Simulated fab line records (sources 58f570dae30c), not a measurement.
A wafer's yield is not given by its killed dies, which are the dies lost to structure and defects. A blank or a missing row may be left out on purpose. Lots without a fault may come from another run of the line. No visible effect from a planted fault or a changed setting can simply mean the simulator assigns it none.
Comparing a struck lot with a sound one | flow berkeley cmos170 | 23 steps out of a route of 331
Sound: the wafers L858.2, L858.3, L858.5. Struck: wafers L870.2, L870.4, L870.6. At the end, the cause is stated.
Each step with rows lists, per side, the tool, then ch with its chambers, then its first start. Under that, the readings that differ: sound wafers | struck wafers | difference of the means | sigmas: that difference in standard deviations of wafers without a fault.
alike: same words and numbers on both sides, and readings whose means sit less than 2 such deviations apart. not compared: any withheld reading, any reading some wafer has no value for, any bound like >300 that may hide the same value, and any number with overlapping values for which the record gives no deviation.
The two part at a step that has a row with sigmas, a row that says differs or no value, or rows on one side only. Non-overlapping numbers with no deviation appear without sigmas and do not part them. A reading that every wafer of one side lacks parts them only if that side has two wafers or more.

first, 4 steps without rows for these wafers: UCB170_PWELL_WET_ETCH_19 (etches Si3N4 in H3PO4, time 14400 s); UCB170_PWELL_WET_ETCH_20 (etches SiO2 in BOE, time 22 s); UCB170_WELLDRIVE_CLEAN_00 (cleans in SPM, time 600 s); UCB170_WELLDRIVE_OXIDATION_01 (target thk 199 nm, ox time 9000 s).
UCB170_WELLDRIVE_THK_MEAS_02:
  sound on film metro-04 at day 4 03:43; struck on film metro-04 at day 6 19:57
  alike: WELLDRIVE_OXIDE_THK
then, 5 steps without rows for these wafers: UCB170_WELLDRIVE_ANNEAL_03 (time 900 s); UCB170_WELLDRIVE_WET_ETCH_04 (etches SiO2 in BOE, time 120 s); UCB170_ACTIVE_CLEAN_00 (cleans in SPM, time 600 s); UCB170_ACTIVE_CLEAN_01 (cleans in dHF, time 60 s); UCB170_ACTIVE_OXIDATION_02 (target thk 26.4 nm, ox time 1260 s).
UCB170_ACTIVE_THK_MEAS_03:
  sound on film metro-02 at day 4 14:53; struck on film metro-03 at day 7 06:38
  alike: ACTIVE_OXIDE_THK
then, 1 step without rows for these wafers: UCB170_ACTIVE_ANNEAL_04 (time 900 s).
UCB170_ACTIVE_CVD_05: deposits Si3N4 from SiH2Cl2/NH3, target thk 220 nm, time 3300 s.
  sound on lpcvd-02 ch 0, day 4 19:13; struck on lpcvd-01 ch 0, day 7 11:34
  reading                                  | sound             | struck            | difference | sigmas
  model.Si3N4_of_ACTIVE_CVD_05.thk nm (nm) | 220.6 222.1 222.2 | 273.9 273.4 272.9 | +51.8      |
  alike: pressure mtorr, sih2cl2 flow sccm, zone power centre pct
UCB170_ACTIVE_THK_MEAS_06:
  sound on film metro-02 at day 4 21:09; struck on film metro-01 at day 7 13:44
  reading                 | sound             | struck            | difference | sigmas
  ACTIVE_NITRIDE_THK (nm) | 220.6 222.0 222.1 | 273.9 273.2 272.9 | +51.8      | +19
  not compared: hold
then, 5 steps without rows for these wafers: UCB170_ACTIVE_COAT_08 (resist thk 900 nm); UCB170_ACTIVE_SOFTBAKE_09 (time 60 s); UCB170_ACTIVE_EXPOSE_10 (exposes mask ACTIVE, target cd 1200 nm); UCB170_ACTIVE_PEB_11; UCB170_ACTIVE_DEVELOP_12 (develop time 45 s).
UCB170_ACTIVE_CD_MEAS_13: the cd target is 1200 nm.
  sound on cd sem-01 at day 5 04:11; struck on cd sem-02 at day 7 16:49
  alike: cd nm
UCB170_ACTIVE_OVL_MEAS_14:
  sound on overlay-02 at day 5 04:17; struck on overlay-02 at day 7 16:55
  alike: ACTIVE_OVL
UCB170_ACTIVE_ETCH_15: etches Si3N4 in CH3F/Ar/O2, stops on SiO2, target depth 242 nm, time 151 s.
  sound on rie diel-04 ch 0,1,3, day 5 04:19; struck on rie diel-04 ch 0,1, day 7 16:57
  reading                  | sound             | struck            | difference | sigmas
  oes product au (a.u.)    | 0.963 0.939 0.949 | 1.016 0.997 1.019 | +0.060     | +4
  model.etch.depth nm (nm) | 220.6 222.1 222.2 | 244.8 241.3 244.5 | +21.9      |
  alike: CH3F_flow_sccm, drypump motor current A, mfc ar sccm, rf fwd power W, throttle valve pct
  not compared: rf hours counter h
UCB170_ACTIVE_STRIP_16: strips in O2.
  sound on plasma asher-04 ch 0,1, day 5 04:25; struck on plasma asher-02 ch 0,1, day 7 17:07
  reading                     | sound       | struck      | difference | sigmas
  drypump motor current A (A) | 5.3 4.6 4.6 | 6.3 6.2 5.8 | +1.3       | +2
  alike: oes product au, strip time to endpoint s
  not compared: rf hours counter h

WHERE THEY PART
Last at UCB170_ACTIVE_STRIP_16 as far as this record goes, first at UCB170_ACTIVE_THK_MEAS_06.

WHY: what the simulator had put in
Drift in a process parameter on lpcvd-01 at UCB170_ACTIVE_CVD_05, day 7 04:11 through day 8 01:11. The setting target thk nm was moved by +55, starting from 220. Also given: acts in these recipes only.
